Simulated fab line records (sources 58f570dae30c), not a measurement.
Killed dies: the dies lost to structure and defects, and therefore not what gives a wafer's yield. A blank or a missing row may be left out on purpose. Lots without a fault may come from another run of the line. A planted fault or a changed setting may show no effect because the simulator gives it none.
One fault seen from 2 desks :: flow berkeley-cmos170 :: every desk sees just its own numbers, and what lay behind them comes last

== THE TOOL OWNER'S DESK: rie-metal-04 ==
The tool's own readings at UCB170_M3_METAL_ETCH_18 (etches Al in Cl2/BCl3, stops on SiO2, target depth 1170 nm, time 195 s): means of the sampled wafers that have a number, for each lot that ran on this tool. Any lot whose mean is over 4 standard deviations away from the usual mean is out of limits and marked OUT; that distance is given in the brackets.
Columns: A = drypump-motor-current-A at UCB170_M3_METAL_ETCH_18, usual 5.5 A; B = oes-product-au at UCB170_M3_METAL_ETCH_18, usual 0.857 a.u.; C = rf-fwd-power-W at UCB170_M3_METAL_ETCH_18, usual 598.5 W; D = throttle-valve-pct at UCB170_M3_METAL_ETCH_18, usual 24.40 %
lot: L705
first seen here: day 7 23:52
A: 6.0
B: 0.825
C: 597.7
D: 24.44

lot: L711
first seen here: day 8 22:29
A: 6.0
B: 0.835
C: 598.6
D: 24.44

lot: L712
first seen here: day 9 03:57
A: 6.1
B: 0.851
C: 717.7 (+66) OUT
D: 24.46

lot: L717
first seen here: day 10 16:41
A: 5.8
B: 0.826
C: 839.5 (+99 or more) OUT
D: 24.37
Finding of this desk: L712, L717 out of limits; the first was L712 at day 9 03:57, on rf-fwd-power-W at UCB170_M3_METAL_ETCH_18. L705, L711 stayed within limits.

== METROLOGY DESK ==
Lot by lot, what the gauges showed, no matter which tool ran the lot: averages of those sampled wafers that carry a number. Any lot whose mean is over 4 standard deviations away from the usual mean is out of limits and marked OUT; that distance is given in the brackets.
Columns: A = INCOMING_BOW at UCB170_START_BOW_MEAS_00, usual -1 um; B = V1_BOW at UCB170_V1_BOW_MEAS_03, usual 18 um; C = cd-nm at UCB170_M3_CD_MEAS_90, usual 701 nm
lot: L704
first seen here: day 1 10:01
A: 4
B: 24
C: 701

lot: L705
first seen here: day 1 15:00
A: -3
B: 17
C: 698

lot: L706
first seen here: day 1 20:00
A: -3
B: 15
C: 708

lot: L707
first seen here: day 2 01:02
A: 3
B: 22
C: 701

lot: L711
first seen here: day 2 21:02
A: -5
B: 14
C: 695

lot: L712
first seen here: day 3 02:02
A: -1
B: 18
C: 690

lot: L714
first seen here: day 3 12:00
A: -2
B: 15
C: 700

lot: L717
first seen here: day 4 03:02
A: -5
B: 11
C: 679 (-5.1) OUT

lot: L719
first seen here: day 4 13:02
A: -2
B: 17
C: 701

lot: L720
first seen here: day 4 18:04
A: -0
B: 16
C: 694

lot: L722
first seen here: day 5 04:02
A: 2
B: 20
C: 706

lot: L724
first seen here: day 5 14:00
A: -5
B: 15
C: 694

lot: L725
first seen here: day 5 19:00
A: -0
B: 18
C: 706

lot: L726
first seen here: day 6 00:01
A: -1
B: 17
C: 700
Finding of this desk: L717 out of limits; the first was L717 at day 10 17:05, on cd-nm at UCB170_M3_CD_MEAS_90. L704, L705, L706, L707, L711, L712, L714, L719, L720, L722, L724, L725, L726 stayed within limits.

== TAKEN TOGETHER ==
An alarm could have come from the tool owner's desk at day 9 03:57, on L712, L717.
At day 10 17:05 the metrology desk could have sounded an alarm, on L717.
The metrology desk has L712 on record, within its limits.
All the named lots went through UCB170_M3_METAL_ETCH_18 on rie-metal-04.

== WHAT THE SIMULATOR HAD INSERTED ==
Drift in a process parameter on rie-metal-04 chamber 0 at UCB170_M3_METAL_ETCH_18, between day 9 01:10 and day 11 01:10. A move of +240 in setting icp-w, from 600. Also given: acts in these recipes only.
Shown lots that were struck: L712, L717.
Fault start to first reading out of limits, in hours, per desk: tool owner, 3; metrology, 40.
